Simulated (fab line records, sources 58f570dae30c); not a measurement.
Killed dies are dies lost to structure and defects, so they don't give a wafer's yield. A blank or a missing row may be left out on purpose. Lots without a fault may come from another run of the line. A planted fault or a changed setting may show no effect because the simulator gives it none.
One fault seen from 2 desks | flow berkeley_cmos170 | each desk has only its own numbers; what lay behind them comes last

THE TOOL OWNER'S DESK: rie_metal-04
The tool's own readings at UCB170_M1_METAL_ETCH_12 (etches Al in Cl2/BCl3, stops on PSG, target depth 780 nm, time 130 s): means of the sampled wafers that have a number, for each lot that ran on this tool. A lot is out of limits, marked OUT, if its mean lies more than 4 standard deviations from the usual mean; the brackets give that distance.
Columns: A = bcl3_flow_sccm at UCB170_M1_METAL_ETCH_12, usual 45.01 sccm; B = chamber_pressure_mTorr at UCB170_M1_METAL_ETCH_12, usual 12.001 mTorr; C = drypump_motor_current_A at UCB170_M1_METAL_ETCH_12, usual 5.4 A; D = oes_product_au at UCB170_M1_METAL_ETCH_12, usual 0.860 a.u.; E = throttle_valve_pct at UCB170_M1_METAL_ETCH_12, usual 24.50 %
lot  | first seen here | A     | B      | C   | D                | E
L948 | day 7 21:29     | 45.10 | 11.992 | 6.0 | 0.865            | 24.41
L950 | day 8 14:55     | 45.10 | 12.006 | 6.1 | 0.862            | 24.34
L947 | day 8 15:56     | 45.07 | 12.006 | 6.0 | 0.796 (-6.4) OUT | 24.46
L954 | day 9 18:38     | 45.10 | 11.982 | 6.0 | 0.796 (-6.4) OUT | 24.53
This desk's finding: out of limits on L947, L954; first on L947, day 8 15:56 (oes_product_au at UCB170_M1_METAL_ETCH_12). In limits: L948, L950.

THE METROLOGY DESK
What the gauges read, lot by lot, whatever tool the lot ran on: means of the sampled wafers that have a number. A lot is out of limits, marked OUT, if its mean lies more than 4 standard deviations from the usual mean; the brackets give that distance.
Columns: A = cd_nm at UCB170_V1_CD_MEAS_90, usual 699.6 nm
lot  | first seen here | A
L948 | day 8 02:31     | 699.0
L950 | day 8 21:05     | 700.3
L951 | day 8 21:17     | 697.0
L947 | day 8 22:20     | 700.5
L954 | day 9 22:37     | 699.4
L956 | day 10 00:42    | 700.1
L959 | day 10 15:33    | 696.8
L960 | day 11 05:35    | 700.6
L962 | day 11 07:11    | 698.9
L964 | day 12 08:32    | 701.4
L966 | day 12 13:56    | 700.0
L968 | day 12 15:19    | 697.2
L970 | day 13 03:23    | 699.8
L969 | day 13 04:59    | 699.0
This desk's finding: nothing out of limits on any of the 14 lots.

PUT TOGETHER
The tool owner's desk could have raised an alarm at day 8 15:56, on L947, L954.
The metrology desk saw nothing out of limits.
The metrology desk has L947, L954 on record, within its limits.
Of the lots named, all ran UCB170_M1_METAL_ETCH_12 on rie_metal-04.

WHAT THE SIMULATOR HAD PUT IN
Process parameter drift: rie_metal-04, from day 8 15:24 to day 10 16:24, at UCB170_M1_METAL_ETCH_12. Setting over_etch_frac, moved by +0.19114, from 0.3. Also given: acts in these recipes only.
Lots struck among those shown: L947, L954.
Hours from the fault's start to each desk's first reading out of limits: the tool owner's desk, 1.
